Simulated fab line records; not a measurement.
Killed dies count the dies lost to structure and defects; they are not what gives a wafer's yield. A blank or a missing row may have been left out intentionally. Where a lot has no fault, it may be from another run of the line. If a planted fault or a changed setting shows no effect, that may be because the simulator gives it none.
fab line records | flow ritCmos
[record] lots = 6 | wafers = 18 | lastDay = 7
route steps=202 shown NSD@139 PSD@142 M1@202
lots that met no fault: taken from a fault-free run of the same line
startH: hours from the record's opening day to when the first of the lot's shown wafers began | waitH: hours from the lot's prior step to this one | " identical to the entry in the row above | L1.1+2: one row covering several wafers at once | - value missing, or start not given | * or withheld: withheld | < > ~ a bound
route shown NAME@n: NAME is a module with steps in the file, n the number in the route of the first one | usual: mean and standard deviation over wafers with no fault | same: alike in all rows | chamber/n: place in a boat | sites: per-site readings | _std_site: standard deviation of those values | _edge_site: mean of outer sites minus mean of inner sites | radiusMm: how far each site lies from the wafer's centre | mask NAME#n: copy n | behind: tool/chamber where the wafer was last shaped | hold: cause of the lot's hold/its duration in hours/its outcome | device: which transistor (n, p or np) failed to switch | end of line: tests of these same wafers at the route's end | where a step has no rows: the recipe by itself | killed: dies that structure and defects cost at the first sort, which is not the same as the wafer's yield | map: the dies of a wafer, with x for killed, . for not killed, _ for no die there
set.NAME: the setting that was run; set.NAME@STEP: the one run at that earlier step | model.NAME: the simulator's own value behind a step, which no gauge read
certain route steps with their lots: each step a table, each wafer a row
services: from which hour (startH, from the record's first day; less than 0 if before it) a tool's chamber was out of use, for how many hours, and why
[[steps]]
[step RIT_NSD_IMPLANT_08]
[recipe] species = P | energyKev = 25 | doseCm2 = 1e+15 | tiltDeg = 7
[step RIT_NSD_STRIP_09]
[recipe] chemistry = O2 | timeS = 180 | resist = NOVOLAK | platenTempC = withheld | powerW = 500 | pressureMtorr = 4000 | o2FlowSccm = 4000
[usual] chamberPressureMTorr = 4000/3.8 | drypumpMotorCurrentA = 5.6/0.55
lot.wafer | tool           | chamber | startH | waitH | chamberPressureMTorr | drypumpMotorCurrentA | rfHoursCounterH
L863.2    | plasmaAsher-01 | 0       | 52.92  | 0.1   | 3997                 | 5.5                  | 43
L863.3    | "              | 1       | "      | "     | 4002                 | 5.3                  | -
L863.4    | "              | 0       | "      | "     | 4002                 | 5.5                  | -
L869.1    | plasmaAsher-01 | 0       | 95.69  | 0.1   | 4003                 | 5.4                  | 46
L869.4    | "              | 1       | "      | "     | 4003                 | 5.3                  | -
L869.6    | "              | 1       | "      | "     | 4003                 | 5.3                  | -
L870.1    | plasmaAsher-04 | 0       | 105.04 | 0.1   | 3997                 | 6.7                  | 41
L870.2    | "              | 1       | "      | "     | 4004                 | 6.6                  | 41
L870.4    | "              | 1       | "      | "     | 4000                 | 6.6                  | -
L873.1    | plasmaAsher-04 | 1       | 127.43 | 0.1   | 4003                 | 6.6                  | 43
L873.2    | "              | 0       | "      | "     | 4003                 | 6.7                  | 43
L873.6    | "              | 0       | "      | "     | 3996                 | 6.7                  | -
L878.1    | plasmaAsher-02 | 0       | 144.99 | 0.1   | 4001                 | 5.4                  | 52
L878.3    | "              | 0       | "      | "     | 3999                 | 5.4                  | -
L878.5    | "              | 0       | "      | "     | 3998                 | 5.4                  | -
L881.1    | plasmaAsher-01 | 0       | 158.16 | 0.1   | 3997                 | 5.4                  | 5
L881.3    | "              | 0       | "      | "     | 4002                 | 5.5                  | -
L881.5    | "              | 1       | "      | "     | 3998                 | 5.3                  | -
[step RIT_NSD_TW_MEAS_10]
[usual] NSD_TW = 3123/32
lot.wafer | tool         | chamber | startH | waitH | NSD_TW
L863.2    | filmMetro-04 | -       | 53.11  | 0.1   | 3125
L863.3    | "            | -       | "      | "     | 3122
L863.4    | "            | -       | "      | "     | 3114
L869.1    | filmMetro-04 | -       | 95.86  | 0.1   | 3122
L869.4    | "            | -       | "      | "     | 3128
L869.6    | "            | -       | "      | "     | 3117
L870.1    | filmMetro-02 | -       | 105.21 | 0.1   | 3073
L870.2    | "            | -       | "      | "     | 3104
L870.4    | "            | -       | "      | "     | 3094
L873.1    | filmMetro-04 | -       | 127.61 | 0.1   | 3118
L873.2    | "            | -       | "      | "     | 3121
L873.6    | "            | -       | "      | "     | 3127
L878.1    | filmMetro-04 | -       | 145.17 | 0.1   | 3109
L878.3    | "            | -       | "      | "     | 3090
L878.5    | "            | -       | "      | "     | 3109
L881.1    | filmMetro-04 | -       | 158.33 | 0.1   | 3105
L881.3    | "            | -       | "      | "     | 3113
L881.5    | "            | -       | "      | "     | 3111
[step RIT_PSD_HMDS_00]
[recipe] primeTimeS = 60 | primeTempC = 140
[step RIT_PSD_COAT_01]
[recipe] resist = NOVOLAK | spinRpm = 3250 | resistThkNm = 1000
[step RIT_PSD_SOFTBAKE_02]
[recipe] resist = NOVOLAK | tempC = 88.96 | timeS = 60
[step RIT_PSD_EXPOSE_03]
[recipe] maskId = M10 | na = 0.57 | targetCdNm = 40900 | doseMj = 250
[step RIT_PSD_PEB_04]
[recipe] resist = NOVOLAK | tempC = withheld | timeS = withheld
[step RIT_PSD_DEVELOP_05]
[recipe] resist = NOVOLAK | developTimeS = 50 | devTempC = 21.79
[step RIT_PSD_OVL_MEAS_06]
[usual] PSD_OVL = -0.1/1.3
lot.wafer | tool       | chamber | startH | waitH | PSD_OVL[nm]
L863.2    | overlay-02 | -       | 54.01  | -     | 1.3
L863.3    | "          | -       | "      | "     | 0.5
L863.4    | "          | -       | "      | "     | -0.3
L869.1    | overlay-01 | -       | 96.90  | -     | 2.7
L869.4    | "          | -       | "      | "     | -0.3
L869.6    | "          | -       | "      | "     | -0.5
L870.1    | overlay-02 | -       | 106.25 | -     | -0.9
L870.2    | "          | -       | "      | "     | -1.2
L870.4    | "          | -       | "      | "     | -2.7
L873.1    | overlay-02 | -       | 128.52 | -     | -0.8
L873.2    | "          | -       | "      | "     | -2.5
L873.6    | "          | -       | "      | "     | -0.4
L878.1    | overlay-02 | -       | 146.25 | -     | 0.9
L878.3    | "          | -       | "      | "     | 1.1
L878.5    | "          | -       | "      | "     | 0.9
L881.1    | overlay-01 | -       | 159.49 | -     | 1.7
L881.3    | "          | -       | "      | "     | 0.4
L881.5    | "          | -       | "      | "     | -0.3
[step RIT_PSD_HARDBAKE_07]
[recipe] resist = NOVOLAK | tempC = 140 | timeS = 60
[step RIT_PSD_IMPLANT_08]
[recipe] species = BF2 | energyKev = 27 | doseCm2 = 5e+15 | tiltDeg = 7
[step RIT_PSD_STRIP_09]
[recipe] chemistry = O2 | timeS = 180 | resist = NOVOLAK | platenTempC = withheld | powerW = 500 | pressureMtorr = 4000 | o2FlowSccm = 4000
[usual] chamberPressureMTorr = 4000/3.4 | drypumpMotorCurrentA = 5.9/0.72
lot.wafer | tool           | chamber | startH | waitH | chamberPressureMTorr | drypumpMotorCurrentA | rfHoursCounterH | model.NOVOLAK_of_PSD_COAT_01.thkNm
L863.2    | plasmaAsher-01 | 1       | 54.34  | 0.1   | 4007                 | 5.3                  | 43              | 0
L863.3    | "              | 1       | "      | "     | 4001                 | 5.3                  | -               | 0
L863.4    | "              | 0       | "      | "     | 4002                 | 5.5                  | -               | 0
L869.1    | plasmaAsher-04 | 1       | 97.34  | 0.1   | -                    | -                    | -               | 891
L869.4    | "              | 0       | "      | "     | -                    | -                    | -               | 887.5
L869.6    | "              | 0       | "      | "     | -                    | -                    | -               | 889.6
L870.1    | plasmaAsher-03 | 0       | 106.59 | 0.1   | -                    | -                    | -               | 887.4
L870.2    | "              | 1       | "      | "     | -                    | -                    | -               | 886.7
L870.4    | "              | 0       | "      | "     | -                    | -                    | -               | 886.3
L873.1    | plasmaAsher-03 | 0       | 128.85 | 0.1   | 3993                 | 6.4                  | 33              | 0
L873.2    | "              | 1       | "      | "     | 3997                 | 4.9                  | 33              | 0
L873.6    | "              | 1       | "      | "     | 4000                 | 4.9                  | -               | 0
L878.1    | plasmaAsher-03 | 0       | 146.59 | 0.1   | 3999                 | 6.4                  | 35              | 0
L878.3    | "              | 0       | "      | "     | 3999                 | 6.4                  | -               | 0
L878.5    | "              | 1       | "      | "     | 3996                 | 4.8                  | -               | 0
L881.1    | plasmaAsher-03 | 0       | 159.91 | 0.1   | 4004                 | 6.4                  | 37              | 0
L881.3    | "              | 0       | "      | "     | 4003                 | 6.4                  | -               | 0
L881.5    | "              | 1       | "      | "     | 3997                 | 4.9                  | -               | 0
[step RIT_PSD_TW_MEAS_10]
[usual] PSD_TW = 3422/38
lot.wafer | tool         | chamber | startH | waitH | PSD_TW
L863.2    | filmMetro-02 | -       | 54.53  | 0.1   | 3387
L863.3    | "            | -       | "      | "     | 3365
L863.4    | "            | -       | "      | "     | 3380
L869.1    | filmMetro-04 | -       | 97.52  | 0.1   | 3432
L869.4    | "            | -       | "      | "     | 3413
L869.6    | "            | -       | "      | "     | 3409
L870.1    | filmMetro-02 | -       | 106.76 | 0.1   | 3385
L870.2    | "            | -       | "      | "     | 3385
L870.4    | "            | -       | "      | "     | 3389
L873.1    | filmMetro-01 | -       | 129.03 | 0.1   | 3466
L873.2    | "            | -       | "      | "     | 3466
L873.6    | "            | -       | "      | "     | 3464
L878.1    | filmMetro-04 | -       | 146.77 | 0.1   | 3415
L878.3    | "            | -       | "      | "     | 3393
L878.5    | "            | -       | "      | "     | 3417
L881.1    | filmMetro-01 | -       | 160.08 | 0.1   | 3467
L881.3    | "            | -       | "      | "     | 3460
L881.5    | "            | -       | "      | "     | 3462
[step RIT_M1_PROBE_99]
[usual] killed_at_M0_to_M3 = 0.0/0.14 | killedAtContacts = 0.1/0.29 | killedAtFrontEnd = 7/3.1 | killedDies = 7/3.1 | killedOnRim = 1.8/1.3 | killedOpen = 3.4/1.9 | killedShort = 3.6/2.1
[same] grossDies = 264 | killed_at_M4_up = 0 | killedAtBackSide = 0 | killedAtOther = 0
lot.wafer | tool      | chamber | startH | waitH | killed_at_M0_to_M3 | killedAtContacts | killedAtFrontEnd | killedDies | killedOnRim | killedOpen | killedShort
L863.2    | prober-01 | -       | 62.59  | 0.1   | 0                  | 0                | 4                | 4          | 1           | 2          | 2
L863.3    | prober-01 | -       | 62.64  | 0.2   | 0                  | 0                | 5                | 5          | 1           | 3          | 2
L863.4    | prober-01 | -       | 62.69  | 0.2   | 0                  | 1                | 12               | 13         | 1           | 5          | 8
L869.1    | prober-01 | -       | 105.61 | 0.1   | 0                  | 0                | 264              | 264        | 70          | 3          | 2
L869.4    | prober-01 | -       | 105.76 | 0.2   | 0                  | 0                | 264              | 264        | 70          | 4          | 2
L869.6    | prober-01 | -       | 105.86 | 0.2   | 0                  | 0                | 264              | 264        | 70          | 3          | 0
L870.1    | prober-02 | -       | 114.93 | 0.1   | 0                  | 0                | 264              | 264        | 70          | 1          | 0
L870.2    | prober-02 | -       | 114.98 | 0.1   | 0                  | 0                | 264              | 264        | 70          | 5          | 2
L870.4    | prober-02 | -       | 115.08 | 0.2   | 1                  | 0                | 263              | 264        | 70          | 6          | 2
L873.1    | prober-01 | -       | 137.67 | 0.1   | 0                  | 0                | 4                | 4          | 2           | 0          | 4
L873.2    | prober-01 | -       | 137.72 | 0.1   | 0                  | 0                | 5                | 5          | 2           | 3          | 2
L873.6    | prober-01 | -       | 137.92 | 0.2   | 0                  | 0                | 7                | 7          | 4           | 5          | 2
L878.1    | prober-02 | -       | 155.02 | 0.1   | 0                  | 0                | 8                | 8          | 2           | 5          | 3
L878.3    | prober-02 | -       | 155.12 | 0.2   | 0                  | 0                | 3                | 3          | 1           | 0          | 3
L878.5    | prober-02 | -       | 155.22 | 0.2   | 0                  | 0                | 11               | 11         | 5           | 6          | 5
L881.1    | prober-02 | -       | 168.24 | 0.1   | 0                  | 0                | 12               | 12         | 0           | 8          | 3
L881.3    | prober-02 | -       | 168.34 | 0.2   | 0                  | 0                | 8                | 8          | 4           | 3          | 5
L881.5    | prober-02 | -       | 168.44 | 0.2   | 0                  | 0                | 3                | 3          | 0           | 2          | 1
// killed by level:class
L863.2 FOX1:geometricParticle:open=1 FOX2:geometricParticle:open=1 GATE:geometricParticle:short=1 SPACER:geometricParticle:short=1
L863.3 GATE:geometricParticle:open=3 GATE:geometricParticle:short=1 SPACER:geometricParticle:short=1
L863.4 GATE:geometricParticle:short=5 FOX2:geometricParticle:open=2 GATE:geometricParticle:open=2 REOX:geometricParticle:short=2 REOX:geometricParticle:open=1 CONTACT:geometricParticle:short=1
L869.1 SDANNEAL:areaRta=259 GATE:geometricParticle:open=2 FOX2:geometricParticle:short=1 REOX:geometricParticle:short=1 SPACER:geometricParticle:open=1
L869.4 SDANNEAL:areaRta=258 GATE:geometricParticle:open=2 GATE:geometricParticle:short=1 REOX:geometricParticle:open=1 REOX:geometricParticle:short=1 SPACER:geometricParticle:open=1
L869.6 SDANNEAL:areaRta=261 GATE:geometricParticle:open=2 FOX1:geometricParticle:open=1
L870.1 SDANNEAL:areaRta=263 SILICIDE:geometricParticle:open=1
L870.2 SDANNEAL:areaRta=257 FOX2:geometricParticle:open=2 ACTIVE:geometricParticle:open=1 FOX1:geometricParticle:short=1 FOX1:geometricParticle:open=1 GATE:geometricParticle:short=1 SPACER:geometricParticle:open=1
L870.4 SDANNEAL:areaRta=255 FOX1:geometricParticle:open=4 FOX1:geometricParticle:short=1 FOX2:geometricParticle:open=1 GATE:geometricParticle:open=1 SILICIDE:geometricParticle:short=1 M1:coatMicrobubblePrinted=1
L873.1 GATE:geometricParticle:short=2 FOX1:geometricParticle:short=1 SILICIDE:geometricParticle:short=1
L873.2 GATE:geometricParticle:open=2 FOX2:geometricParticle:short=1 REOX:geometricParticle:short=1 SPACER:geometricParticle:open=1
L873.6 SILICIDE:geometricParticle:open=2 FOX2:geometricParticle:short=1 FOX2:geometricParticle:open=1 GATE:geometricParticle:open=1 REOX:geometricParticle:open=1 REOX:geometricParticle:short=1
L878.1 FOX1:geometricParticle:open=2 GATE:geometricParticle:open=2 FOX1:geometricParticle:short=1 FOX2:geometricParticle:short=1 REOX:geometricParticle:open=1 SPACER:geometricParticle:short=1
L878.3 FOX1:geometricParticle:short=1 GATE:geometricParticle:short=1 SPACER:geometricParticle:short=1
L878.5 GATE:geometricParticle:open=5 GATE:geometricParticle:short=3 FOX1:geometricParticle:short=2 FOX1:geometricParticle:open=1
L881.1 FOX2:geometricParticle:open=3 REOX:geometricParticle:open=3 FOX1:geometricParticle:open=1 GATE:geometricParticle:open=1 REOX:geometricParticle:short=1 SPACER:geometricParticle:short=1 SILICIDE:geometricParticle:short=1 GATE:coatMicrobubblePrinted=1
L881.3 GATE:geometricParticle:short=4 FOX2:geometricParticle:open=1 GATE:geometricParticle:open=1 SPACER:geometricParticle:short=1 SILICIDE:geometricParticle:open=1
L881.5 GATE:geometricParticle:open=2 REOX:geometricParticle:short=1
// map L869.1 (x killed, . not)
________xxxxxxx_______
_____xxxxxxxxxxxxx____
____xxxxxxxxxxxxxxx___
___xxxxxxxxxxxxxxxxx__
__xxxxxxxxxxxxxxxxxxx_
__xxxxxxxxxxxxxxxxxxx_
_xxxxxxxxxxxxxxxxxxxxx
_xxxxxxxxxxxxxxxxxxxxx
_xxxxxxxxxxxxxxxxxxxxx
_xxxxxxxxxxxxxxxxxxxxx
__xxxxxxxxxxxxxxxxxxx_
__xxxxxxxxxxxxxxxxxxx_
___xxxxxxxxxxxxxxxxx__
____xxxxxxxxxxxxxxx___
_____xxxxxxxxxxxxx____
________xxxxxxx_______
// map L870.1 (x killed, . not)
________xxxxxxx_______
_____xxxxxxxxxxxxx____
____xxxxxxxxxxxxxxx___
___xxxxxxxxxxxxxxxxx__
__xxxxxxxxxxxxxxxxxxx_
__xxxxxxxxxxxxxxxxxxx_
_xxxxxxxxxxxxxxxxxxxxx
_xxxxxxxxxxxxxxxxxxxxx
_xxxxxxxxxxxxxxxxxxxxx
_xxxxxxxxxxxxxxxxxxxxx
__xxxxxxxxxxxxxxxxxxx_
__xxxxxxxxxxxxxxxxxxx_
___xxxxxxxxxxxxxxxxx__
____xxxxxxxxxxxxxxx___
_____xxxxxxxxxxxxx____
________xxxxxxx_______
[[services]]
tool           | chamber | startH | hours | kind
plasmaAsher-01 | -       | 108.75 | 9.0   | pm
plasmaAsher-01 | 0       | 108.75 | 9.0   | ventCycle
plasmaAsher-01 | 1       | 108.75 | 9.0   | ventCycle
plasmaAsher-01 | 0       | 117.75 | -     | clean
plasmaAsher-01 | 1       | 117.75 | -     | clean
plasmaAsher-04 | -       | 121.84 | 3.7   | pm
plasmaAsher-02 | -       | 145.29 | 0.8   | repair
plasmaAsher-03 | -       | 151.56 | 1.9   | repair
[[key]]
[firstSign] step = RIT_PSD_STRIP_09 | reading = toolRecord | direction = missing
[effect] step = RIT_M1_PROBE_99 | reading = killedAtFrontEnd | direction = up | sigmas = 83 | usual = 7 | struck = 264
[modelEffect] step = RIT_PSD_STRIP_09 | value = NOVOLAK_of_PSD_COAT_01.thkNm | without = 0 | struck = 888.1
[moreKillsBornAt] RIT_SDANNEAL_RTA_03@rtpAnneal-02 = 778 | RIT_SDANNEAL_RTA_03@rtpAnneal-01 = 775
metAt RIT_PSD_STRIP_09
struckWafers L869.1,L869.4,L869.6,L870.1,L870.2,L870.4
laterRowsLeftOut L869.1,L869.4,L869.6,L870.1,L870.2,L870.4
testerLeftOut L869,L870
[fault] kind = skippedStepWhole | tool = plasmaAsher-03,plasmaAsher-04 | chamber = - | onsetH = 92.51 | steps = RIT_PSD_STRIP_09 | scope = struckLotsOnly
// testerLeftOut: of these lots the tester's yield and bins aren't shown, on N5 and GAA mostly nor the transistor test; their killed dies are dies lost to structure and defects alone, not to doping, threshold or leakage, so they don't give the yield
// laterRowsLeftOut: the simulator's readings of these wafers behind a module that went badly wrong aren't trusted and aren't shown, but for the sort
